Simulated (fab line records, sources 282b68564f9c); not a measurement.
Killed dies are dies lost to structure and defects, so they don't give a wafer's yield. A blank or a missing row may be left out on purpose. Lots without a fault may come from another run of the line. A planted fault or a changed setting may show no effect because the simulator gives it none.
One fault seen from 2 desks | flow rit_cmos | each desk has only its own numbers; what lay behind them comes last

THE METROLOGY DESK
What the gauges read, lot by lot, whatever tool the lot ran on: means of the sampled wafers that have a number. A lot is out of limits, marked OUT, if its mean lies more than 4 standard deviations from the usual mean; the brackets give that distance.
Columns: A = NRETRO_TW at RIT_NRETRO_TW_MEAS_10, usual 1045
lot  | first seen here | A
L413 | day 3 03:38     | 1032
L415 | day 3 15:25     | 1046
L416 | day 3 18:24     | 1030
L421 | day 4 15:24     | 978 (-7.9) OUT
L423 | day 5 04:38     | 1054
L424 | day 5 05:42     | 1034
L425 | day 5 14:25     | 970 (-8.8) OUT
L426 | day 5 18:16     | 1048
L427 | day 5 20:08     | 1033
L429 | day 6 08:59     | 1048
L430 | day 6 13:23     | 1034
L431 | day 6 18:31     | 1047
L432 | day 6 21:44     | 1046
L433 | day 7 04:04     | 1054
This desk's finding: out of limits on L421, L425; first on L421, day 4 15:24 (NRETRO_TW at RIT_NRETRO_TW_MEAS_10). In limits: L413, L415, L416, L423, L424, L426, L427, L429, L430, L431, L432, L433.

THE TOOL OWNER'S DESK: implanter-02
The tool's own readings at RIT_NRETRO_IMPLANT_08: means of the sampled wafers that have a number, for each lot that ran on this tool. A lot is out of limits, marked OUT, if its mean lies more than 4 standard deviations from the usual mean; the brackets give that distance.
Columns: A = beam_on_s at RIT_NRETRO_IMPLANT_08, usual 10.01 s; B = dose_ions_cm2 at RIT_NRETRO_IMPLANT_08, usual 1e+13; C = faraday_current_uA at RIT_NRETRO_IMPLANT_08, usual 31.7
lot  | first seen here | A     | B                       | C
L416 | day 3 18:04     | 9.97  | 1e+13                   | 31.8
L421 | day 4 15:07     | 10.20 | 8e+12 (-99 or more) OUT | 24.2 (-12) OUT
L425 | day 5 14:06     | 9.80  | 8e+12 (-99 or more) OUT | 25.2 (-11) OUT
This desk's finding: out of limits on L421, L425; first on L421, day 4 15:07 (dose_ions_cm2 at RIT_NRETRO_IMPLANT_08). In limits: L416.

PUT TOGETHER
The tool owner's desk could have raised an alarm at day 4 15:07, on L421, L425.
The metrology desk could have raised an alarm at day 4 15:24, on L421, L425.
Of the lots named, all ran RIT_NRETRO_IMPLANT_08 on implanter-02.

WHAT THE SIMULATOR HAD PUT IN
Process parameter drift: implanter-02, from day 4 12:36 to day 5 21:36, at RIT_NRETRO_IMPLANT_08. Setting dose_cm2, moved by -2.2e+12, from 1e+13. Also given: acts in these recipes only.
Lots struck among those shown: L421, L425.
Hours from the fault's start to each desk's first reading out of limits: the tool owner's desk, 3; the metrology desk, 3.
